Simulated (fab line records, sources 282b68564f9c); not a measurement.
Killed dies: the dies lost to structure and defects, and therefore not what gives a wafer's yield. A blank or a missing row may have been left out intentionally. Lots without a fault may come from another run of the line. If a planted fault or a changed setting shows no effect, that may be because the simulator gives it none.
Comparing a struck lot with a sound one || flow rit-cmos || 44 steps out of a route of 202
Sound: these wafers, L356.1, L356.2, L356.5. The struck wafers were L367.3, L367.5, L367.6. The cause comes at the end.
For every step that has rows: the tool of each side, followed by ch and its chambers, followed by its first start. Under that, the readings that differ: sound wafers || struck wafers || difference of the means || sigmas: that difference in standard deviations of wafers without a fault.
alike: words and numbers the same on both sides, and readings whose means are apart by under 2 such deviations; not compared: readings that were withheld, readings missing a value for some wafer, numbers with overlapping values and no deviation given by the record, and bounds like >300 which may hide the same value.
The two part at a step that has a row with sigmas, a row that says differs or no value, or rows on one side only. Non-overlapping numbers with no deviation appear without sigmas and do not part them. A reading that every wafer of one side lacks parts them only if that side has two wafers or more.

first, 4 steps without rows for these wafers: RIT_NWELL_SOFTBAKE_02 (time 60 s); RIT_NWELL_EXPOSE_03 (exposes mask M2, target cd 43900 nm); RIT_NWELL_PEB_04; RIT_NWELL_DEVELOP_05 (develop time 68 s).
RIT_NWELL_OVL_MEAS_06:
  sound on overlay-02, day 3 14:19; struck on overlay-02, day 5 19:32
  alike: NWELL_OVL
then, 2 steps without rows for these wafers: RIT_NWELL_HARDBAKE_07 (time 120 s); RIT_NWELL_IMPLANT_08.
RIT_NWELL_STRIP_09: strips in O2, time 180 s.
  sound on plasma-asher-02 ch 0,1, day 3 14:46; struck on plasma-asher-04 ch 0,1, day 5 20:02
  alike: drypump-motor-current-A
  not compared: rf-hours-counter-h
RIT_NWELL_TW_MEAS_10:
  sound on film-metro-02, day 3 14:56; struck on film-metro-02, day 5 20:10
  alike: NWELL_TW
then, 3 steps without rows for these wafers: RIT_PWELL_HMDS_00 (prime time 60 s); RIT_PWELL_COAT_01 (resist thk 1300 nm); RIT_PWELL_SOFTBAKE_02 (time 60 s).
RIT_PWELL_EXPOSE_03: exposes mask M3, target cd 43700 nm.
  sound on iline-stepper-01 ch 0, day 3 15:34; struck on iline-stepper-01 ch 0, day 5 20:43
{"reading": "model.PWELL.overlay-x-nm (nm)", "sound": "0.4887 0.4887 0.4887", "struck": "360.4 360.4 360.4", "difference": "+359.9", "sigmas": ""}
  alike: mask, stage-vel-mm-s
then, 2 steps without rows for these wafers: RIT_PWELL_PEB_04; RIT_PWELL_DEVELOP_05 (develop time 68 s).
RIT_PWELL_OVL_MEAS_06:
  sound on overlay-02, day 3 16:00; struck on overlay-02, day 5 21:07
{"reading": "PWELL_OVL (nm)", "sound": "1.0 0.9 0.1", "struck": "360.1 359.8 359.8", "difference": "+359.2", "sigmas": "+99 or more"}
then, 2 steps without rows for these wafers: RIT_PWELL_HARDBAKE_07 (time 120 s); RIT_PWELL_IMPLANT_08.
RIT_PWELL_STRIP_09: strips in O2, time 180 s.
  sound on plasma-asher-01 ch 0,1, day 3 16:26; struck on plasma-asher-01 ch 0,1, day 5 21:37
  alike: drypump-motor-current-A
  not compared: rf-hours-counter-h
RIT_PWELL_TW_MEAS_10:
  sound on film-metro-02, day 3 16:37; struck on film-metro-04, day 5 21:44
  alike: PWELL_TW
then, 1 step without rows for these wafers: RIT_WELLDRIVE_ANNEAL_00 (time 14700 s).
RIT_WELLDRIVE_RS_MEAS_01: the measuring method here is four-point-probe.
  sound on film-metro-04, day 3 21:45; struck on film-metro-02, day 6 02:55
  alike: NWELL_RS
RIT_WELLDRIVE_RS_MEAS_02: the measuring method here is four-point-probe.
  sound on film-metro-04, day 3 21:52; struck on film-metro-02, day 6 03:02
  alike: PWELL_RS
then, 6 steps without rows for these wafers: RIT_NRETRO_HMDS_00 (prime time 60 s); RIT_NRETRO_COAT_01 (resist thk 1300 nm); RIT_NRETRO_SOFTBAKE_02 (time 60 s); RIT_NRETRO_EXPOSE_03 (exposes mask M4, target cd 43900 nm); RIT_NRETRO_PEB_04; RIT_NRETRO_DEVELOP_05 (develop time 68 s).
RIT_NRETRO_OVL_MEAS_06:
  sound on overlay-01, day 3 23:00; struck on overlay-02, day 6 04:07
  alike: NRETRO_OVL
then, 2 steps without rows for these wafers: RIT_NRETRO_HARDBAKE_07 (time 120 s); RIT_NRETRO_IMPLANT_08.
RIT_NRETRO_STRIP_09: strips in O2, time 180 s.
  sound on plasma-asher-04 ch 0,1, day 3 23:26; struck on plasma-asher-04 ch 0,1, day 6 04:36
  alike: drypump-motor-current-A
  not compared: rf-hours-counter-h
RIT_NRETRO_TW_MEAS_10:
  sound on film-metro-03, day 3 23:37; struck on film-metro-01, day 6 04:44
  alike: NRETRO_TW
then, 6 steps without rows for these wafers: RIT_PRETRO_HMDS_00 (prime time 60 s); RIT_PRETRO_COAT_01 (resist thk 1300 nm); RIT_PRETRO_SOFTBAKE_02 (time 60 s); RIT_PRETRO_EXPOSE_03 (exposes mask M5, target cd 43700 nm); RIT_PRETRO_PEB_04; RIT_PRETRO_DEVELOP_05 (develop time 68 s).
RIT_PRETRO_OVL_MEAS_06:
  sound on overlay-01, day 4 00:33; struck on overlay-01, day 6 05:43
  alike: PRETRO_OVL
then, 1 step without rows for these wafers: RIT_PRETRO_HARDBAKE_07 (time 120 s).
RIT_M1_METAL_ETCH_12: etches Al in Cl2/BCl3, stops on SiO2, time 165 s, target depth 600 nm.
  sound on rie-metal-01 ch 0,1, day 4 23:44; struck on rie-metal-01 ch 0,1, day 7 06:51
{"reading": "model.M1.cd-nm (nm)", "sound": "2598 2602 2601", "struck": "2575 2572 2572", "difference": -27, "sigmas": ""}
  alike: drypump-motor-current-A, oes-product-au, throttle-valve-pct
  not compared: rf-hours-counter-h
RIT_M1_PROBE_99:
  sound on prober-01, day 5 02:40; struck on prober-02, day 7 09:11
{"reading": "model.etest.well-edge-left.line-ohm-um", "sound": "181.4 186.3 184.7", "struck": "218.7 218.6 215.3", "difference": "+33.4", "sigmas": ""}
{"reading": "model.etest.well-edge-right.line-ohm-um", "sound": "184.9 185.4 183.2", "struck": "162.8 163.1 164.4", "difference": -21.1, "sigmas": ""}
{"reading": "model.etest.m1.width-nm (nm)", "sound": "2592 2601 2594", "struck": "2572 2566 2571", "difference": -26, "sigmas": ""}
{"reading": "model.etest.iso-nwell-nwell.bv-v (V)", "sound": "22.12 22.29 22.38", "struck": "19.94 20.36 20.23", "difference": -2.09, "sigmas": ""}
{"reading": "model.etest.iso-nplus-nwell.lateral-log10-a-um", "sound": "-9.433 -9.424 -9.415", "struck": "-9.474 -9.485 -9.5", "difference": -0.062, "sigmas": ""}
  alike: killed-at-front-end, killed-dies, killed-open, killed-short

== WHERE THEY PART ==
At RIT_PWELL_OVL_MEAS_06 and nowhere else, as far as this record goes. Later steps at which nothing parts them and some readings are alike: RIT_PWELL_STRIP_09, RIT_PWELL_TW_MEAS_10, RIT_WELLDRIVE_RS_MEAS_01, RIT_WELLDRIVE_RS_MEAS_02, RIT_NRETRO_OVL_MEAS_06, RIT_NRETRO_STRIP_09, RIT_NRETRO_TW_MEAS_10, RIT_PRETRO_OVL_MEAS_06, RIT_M1_METAL_ETCH_12, RIT_M1_PROBE_99.

WHY: whatever the simulator had introduced
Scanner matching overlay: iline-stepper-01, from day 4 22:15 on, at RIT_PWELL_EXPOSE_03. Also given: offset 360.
